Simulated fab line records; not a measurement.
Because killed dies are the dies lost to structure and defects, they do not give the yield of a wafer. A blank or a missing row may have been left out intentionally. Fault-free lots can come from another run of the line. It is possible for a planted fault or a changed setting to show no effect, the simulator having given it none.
Check of tool commonality    flow rit-cmos    Lots sampled 13, wafers sampled 39

WHY THIS WAS OPENED
Of 13 lots, 1 have the reading FOX1_OXIDE_THK flagged at RIT_FOX1_THK_MEAS_01. Wafers without a fault read 346 nm, standard deviation 6.
Rule: a lot gets a flag if all its wafers with a number sit over 4 standard deviations from that mean, or if no wafer of it has a number. The other lots count as sound.

lot   measured     on             FOX1_OXIDE_THK (nm), wafer by wafer  flag
L202  day 1 17:34  film-metro-02  348 357 348                          
L203  day 1 21:56  film-metro-01  351 349 356                          
L204  day 2 02:57  film-metro-04  356 363 357                          
L205  day 2 08:30  film-metro-04  340 335 344                          
L208  day 2 22:51  film-metro-02  354 351 352                          
L212  day 3 23:23  film-metro-01  302 306 308                          FLAGGED
L213  day 4 00:41  film-metro-01  344 343 344                          
L215  day 4 15:23  film-metro-04  356 359 353                          
L216  day 4 15:23  film-metro-01  344 342 345                          
L217  day 4 23:51  film-metro-02  352 354 347                          
L219  day 5 08:36  film-metro-02  346 342 342                          
L223  day 6 04:31  film-metro-01  349 352 353                          
L225  day 6 12:17  film-metro-02  350 352 350                          
Average over the flagged lots: 305 nm; offset from the usual -41 nm, equal to -7 standard deviations.

WHICH TOOL RAN EACH LOT
The record holds 1 process step before the reading, out of a route of 202 steps. Every cell lists first the tool, next ch and the chambers used by the sampled wafers, and last the start.
lot   flag     RIT_FOX1_OXIDATION_00
L202           furnace-01 ch 0, day 1 16:16
L203           furnace-04 ch 0, day 1 20:38
L204           furnace-01 ch 0, day 2 01:38
L205           furnace-04 ch 0, day 2 07:11
L208           furnace-01 ch 0, day 2 21:30
L212  FLAGGED  furnace-04 ch 0, day 3 22:04
L213           furnace-02 ch 0, day 3 23:21
L215           furnace-01 ch 0, day 4 14:04
L216           furnace-01 ch 0, day 4 14:04
L217           furnace-01 ch 0, day 4 22:31
L219           furnace-01 ch 0, day 5 07:17
L223           furnace-02 ch 0, day 6 03:11
L225           furnace-02 ch 0, day 6 10:58
What is done by these steps:
- RIT_FOX1_OXIDATION_00: target thk 350.7 nm, ox time 1130 s.
- RIT_FOX1_THK_MEAS_01

FLAGGED AGAINST TOTAL, ONE TOOL AT A TIME (gauges that did the reading follow at the end)
step                   tool           lots run  flagged  share of the flagged lots  sound lots run after its first flagged lot
RIT_FOX1_OXIDATION_00  furnace-01     7         0        none                       -
RIT_FOX1_OXIDATION_00  furnace-02     3         0        none                       -
RIT_FOX1_OXIDATION_00  furnace-04     3         1        all                        0
RIT_FOX1_THK_MEAS_01   film-metro-01  5         1        all                        3 (L213,L216,L223)
RIT_FOX1_THK_MEAS_01   film-metro-02  5         0        none                       -
RIT_FOX1_THK_MEAS_01   film-metro-04  3         0        none                       -

WHAT THE TABLE PERMITS
Every flagged lot went through 2 rows of the table: furnace-04 at RIT_FOX1_OXIDATION_00 and film-metro-01 at RIT_FOX1_THK_MEAS_01.
- furnace-04 at RIT_FOX1_OXIDATION_00 ran 3 lots, 1 of them flagged. Last sound lot L205 at day 2 07:11, first flagged lot L212 at day 3 22:04; a fault beginning in between fits.
- film-metro-01 at RIT_FOX1_THK_MEAS_01 ran 5 lots, 1 of them flagged. Sound lots ran on it after the first flagged one (L213, L216, L223), which a lasting fault on the whole tool wouldn't allow.
What remains is a single tool, furnace-04 at RIT_FOX1_OXIDATION_00.

WHAT THE SIMULATOR PUT IN
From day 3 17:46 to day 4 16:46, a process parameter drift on furnace-04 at RIT_FOX1_OXIDATION_00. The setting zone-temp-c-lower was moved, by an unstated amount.
Struck lots among those shown: L212. This agrees with what the rule above found.
